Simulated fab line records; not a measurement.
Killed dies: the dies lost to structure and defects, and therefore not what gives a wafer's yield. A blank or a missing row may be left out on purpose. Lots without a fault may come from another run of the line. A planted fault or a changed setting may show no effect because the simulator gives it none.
Comparing a struck lot with a sound one | flow rit-cmos | 18 out of 202 route steps
Sound: wafers L564.1, L564.3, L564.4. The struck wafers were L569.3, L569.4, L569.6. The cause is given at the end.
For every step that has rows: the tool of each side, followed by ch and its chambers, followed by its first start. Under that, the readings that differ: sound wafers | struck wafers | difference of the means | sigmas: that difference in standard deviations of wafers without a fault.
alike: same words and numbers on both sides, and readings whose means sit less than 2 such deviations apart. not compared: any withheld reading, any reading some wafer has no value for, any bound like >300 that may hide the same value, and any number with overlapping values for which the record gives no deviation.
The two part at a step that has a row with sigmas, a row that says differs or no value, or rows on one side only. When numbers do not overlap yet have no deviation, they are printed without sigmas and do not part them. A reading missing from all wafers of one side parts the sides only when that side holds two or more wafers.

first, 1 step without rows for these wafers: RIT_PLDD_IMPLANT_08.
RIT_PLDD_STRIP_09: strips in O2, time 180 s.
  sound on plasma-asher-02 ch 0,1, day 5 23:13; struck on plasma-asher-02 ch 0,1, day 7 00:07
  alike: drypump-motor-current-A
  not compared: rf-hours-counter-h
RIT_PLDD_TW_MEAS_10:
  sound: film-metro-03 at day 5 23:23; struck: film-metro-02 at day 7 00:15
  alike: PLDD_TW
then, 4 steps without rows for these wafers: RIT_SPACER_CLEAN_00 (cleans in SC1, time 600 s); RIT_SPACER_CLEAN_01 (cleans in dHF, time 30 s); RIT_SPACER_CLEAN_02 (cleans in SC2, time 600 s); RIT_SPACER_CVD_03 (deposits Si3N4 from SiH2Cl2/NH3, target thk 250 nm, time 3300 s).
RIT_SPACER_THK_MEAS_04:
  sound: film-metro-03 at day 6 01:44; struck: film-metro-01 at day 7 02:35
  alike: SPACER_NITRIDE_THK
RIT_SPACER_ETCHBACK_05: etches Si3N4 in SF6/CHF3, stops on SiO2, target depth 250 nm, time 240 s.
  sound on rie-diel-03 ch 1,2,3, day 6 01:47; struck on rie-diel-02 ch 0,2,3, day 7 02:38
  alike: drypump-motor-current-A, oes-product-au, throttle-valve-pct
  not compared: rf-hours-counter-h
then, 3 steps without rows for these wafers: RIT_NSD_HMDS_00 (prime time 60 s); RIT_NSD_COAT_01 (resist thk 1000 nm); RIT_NSD_SOFTBAKE_02 (time 60 s).
RIT_NSD_EXPOSE_03: exposes mask M9, target cd 40700 nm.
  sound on iline-stepper-01 ch 0, day 6 02:31; struck on iline-stepper-02 ch 0, day 7 03:24
  reading                     | sound             | struck            | difference | sigmas
  model.NSD.overlay-x-nm (nm) | 2.328 2.328 2.328 | 358.5 358.5 358.5 | +356.2     |
  alike: mask
then, 2 steps without rows for these wafers: RIT_NSD_PEB_04; RIT_NSD_DEVELOP_05 (develop time 50 s).
RIT_NSD_OVL_MEAS_06:
  sound: overlay-02 at day 6 02:55; struck: overlay-02 at day 7 03:46
  reading      | sound       | struck            | difference | sigmas
  NSD_OVL (nm) | 4.2 1.1 1.0 | 359.3 358.7 360.5 | +357.4     | +99 or more
then, 1 step without rows for these wafers: RIT_NSD_HARDBAKE_07 (time 60 s).
RIT_M1_PROBE_99:
  sound: prober-01 at day 6 13:05; struck: prober-02 at day 7 13:39
  reading                                    | sound | struck | difference | sigmas
  model.etest.select-edge-diode-n.over-limit | 0 0 0 | 1 1 1  | +1         |
  alike: killed-at-contacts, killed-at-front-end, killed-dies, killed-open, killed-short

## WHERE THEY PART
Only at RIT_NSD_OVL_MEAS_06, as far as this record shows. Later steps at which nothing parts them and some readings are alike: RIT_M1_PROBE_99.

WHY: the cause the simulator had injected
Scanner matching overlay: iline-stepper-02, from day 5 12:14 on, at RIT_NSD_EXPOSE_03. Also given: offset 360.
